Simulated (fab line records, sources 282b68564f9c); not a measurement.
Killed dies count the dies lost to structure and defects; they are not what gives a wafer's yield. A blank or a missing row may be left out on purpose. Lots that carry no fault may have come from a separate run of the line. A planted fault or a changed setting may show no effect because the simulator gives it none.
Matching of chambers ; flow rit_cmos ; RIT_SPACER_ETCHBACK_05 on rie_diel-03 has 4 sister chambers
The step etches Si3N4 in SF6/CHF3, stops on SiO2, target depth 250 nm, time 240 s. 4 wafers are shown with their chamber, then 7 later ones without.

## WAFERS PAIRED WITH THEIR CHAMBERS
wafer;chamber;drypump_motor_current_A (A)
L412.1;3;4.9
L412.2;1;6.2
L417.1;0;5.8
L417.3;2;6.5

## WAFERS WHOSE CHAMBER IS MISSING
wafer;drypump_motor_current_A (A)
L417.4;4.9
L418.1;6.6
L418.5;6.2
L418.6;6.5
L419.4;6.6
L419.5;4.8
L419.6;5.8

## EACH ONE'S CHAMBER
wafer;from the rows above;in truth
L417.4;3;3
L418.1;2;2
L418.5;1;1
L418.6;2;2
L419.4;2;2
L419.5;3;3
L419.6;0;0
Correctly placed: 7 of 7. Can't be placed from these rows: 0. Placed wrongly: 0.
How it was worked out, from the rows above alone: a wafer's distance from a chamber is the root of the sum, over the readings, of the square of ((its reading less the chamber's mean) divided by the reading's scatter). The wafer belongs to the nearest chamber; if the next one is less than 2 further off, it can't be placed. A chamber's mean is the mean of its shown wafers. The scatter (one wafer shown for each chamber): square how far every hidden wafer sits from the nearest shown wafer, average those squares and take the square root.
